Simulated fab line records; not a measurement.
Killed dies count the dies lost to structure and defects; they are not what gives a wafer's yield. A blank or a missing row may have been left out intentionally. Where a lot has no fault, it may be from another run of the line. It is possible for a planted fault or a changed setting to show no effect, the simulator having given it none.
A struck lot beside a sound one + flow rit_cmos + 20 steps out of a route of 202
Sound: the wafers L801.1, L801.5, L801.6. The struck wafers were L809.1, L809.2, L809.4. The cause comes at the end.
Each step with rows lists, per side, the tool, then ch with its chambers, then its first start. Under that, the readings that differ: sound wafers + struck wafers + difference of the means + sigmas: that difference in standard deviations of wafers without a fault.
alike: readings with means less than 2 such deviations apart, plus words and numbers identical on both sides. not compared: withheld readings, readings lacking a value on some wafer, bounds such as >300 that could conceal the same value, and numbers that have no deviation in the record and whose values overlap.
A row with sigmas, a row that says differs or no value, or rows on one side alone: a step with any of these is where the two part. When numbers do not overlap yet have no deviation, they are printed without sigmas and do not part them. Lack of a reading on every wafer of one side parts them only where that side has two or more wafers.

first, 2 steps without rows for these wafers: RIT_NWELL_HARDBAKE_07 (time 120 s); RIT_NWELL_IMPLANT_08.
RIT_NWELL_STRIP_09: strips in O2, time 180 s.
  sound on plasma_asher-02 ch 0,1, day 2 21:49; struck on plasma_asher-04 ch 0,1, day 4 14:02
  alike: drypump_motor_current_A
  not compared: rf_hours_counter_h
RIT_NWELL_TW_MEAS_10:
  struck on film_metro-04, day 4 14:13; sound on film_metro-01, day 2 22:00
| reading  | sound          | struck         | difference | sigmas |
|----------|----------------|----------------|------------|--------|
| NWELL_TW | 2158 2156 2167 | 2117 2111 2110 | -48        | -3     |
then, 6 steps without rows for these wafers: RIT_PWELL_HMDS_00 (prime time 60 s); RIT_PWELL_COAT_01 (resist thk 1300 nm); RIT_PWELL_SOFTBAKE_02 (time 60 s); RIT_PWELL_EXPOSE_03 (exposes mask M3, target cd 43700 nm); RIT_PWELL_PEB_04; RIT_PWELL_DEVELOP_05 (develop time 68 s).
RIT_PWELL_OVL_MEAS_06:
  struck on overlay-02, day 4 15:23; sound on overlay-02, day 2 23:04
  alike: PWELL_OVL
then, 1 step without rows for these wafers: RIT_PWELL_HARDBAKE_07 (time 120 s).
RIT_PWELL_IMPLANT_08:
  sound on implanter-03 ch 0, day 2 23:31; struck on implanter-04 ch 0, day 4 15:40
| reading                   | sound                | struck               | difference | sigmas      |
|---------------------------|----------------------|----------------------|------------|-------------|
| beam_energy_keV           | 170.05 170.00 170.03 | 190.53 190.59 190.59 | +20.54     | +99 or more |
| model.implant.rp_nm (nm)  | 489.3 489.3 489.3    | 525.8 525.8 525.8    | +36.5      |             |
| model.implant.drp_nm (nm) | 102.9 102.9 102.9    | 106.9 106.9 106.9    | +4.0       |             |
  alike: dose_ions_cm2
RIT_PWELL_STRIP_09: strips in O2, time 180 s.
  sound on plasma_asher-02 ch 0,1, day 2 23:40; struck on plasma_asher-01 ch 0,1, day 4 15:49
  alike: drypump_motor_current_A
  not compared: rf_hours_counter_h
RIT_PWELL_TW_MEAS_10:
  struck on film_metro-02, day 4 16:00; sound on film_metro-01, day 2 23:50
  alike: PWELL_TW
then, 1 step without rows for these wafers: RIT_WELLDRIVE_ANNEAL_00 (time 14700 s).
RIT_WELLDRIVE_RS_MEAS_01: uses a four-point probe to measure.
  struck on film_metro-02, day 4 21:47; sound on film_metro-01, day 3 04:59
  alike: NWELL_RS
RIT_WELLDRIVE_RS_MEAS_02: uses a four-point probe to measure.
  struck on film_metro-02, day 4 21:55; sound on film_metro-01, day 3 05:06
| reading           | sound             | struck            | difference | sigmas |
|-------------------|-------------------|-------------------|------------|--------|
| PWELL_RS (ohm/sq) | 427.7 427.3 427.7 | 422.1 421.8 423.0 | -5.3       | -4     |
then, 1 step without rows for these wafers: RIT_NRETRO_HMDS_00 (prime time 60 s).
RIT_M1_PROBE_99:
  struck on prober-02, day 6 04:12; sound on prober-02, day 4 09:09
| reading                                | sound             | struck            | difference | sigmas |
|----------------------------------------|-------------------|-------------------|------------|--------|
| model.etest.diode_nplus_pwell.bv_v (V) | 6.026 6.022 6.03  | 5.969 5.984 6.015 | -0.037     |        |
| model.etest.cap_n_gate.c_min_ff_um2    | 2.363 2.357 2.351 | 2.329 2.324 2.336 | -0.027     |        |
  alike: killed_at_M0_to_M3, killed_at_contacts, killed_at_front_end, killed_dies, killed_open, killed_short
  not compared: model.etest.pwell.rs_ohm_sq, model.etest.diode_nplus_pwell.cj_ff_um2, model.etest.nmos_narrow.vt_less_v

## WHERE THEY PART
First at RIT_NWELL_TW_MEAS_10; last, within this record, at RIT_WELLDRIVE_RS_MEAS_02. Later steps at which nothing parts them and some readings are alike: RIT_M1_PROBE_99.

WHY: what the simulator had put in
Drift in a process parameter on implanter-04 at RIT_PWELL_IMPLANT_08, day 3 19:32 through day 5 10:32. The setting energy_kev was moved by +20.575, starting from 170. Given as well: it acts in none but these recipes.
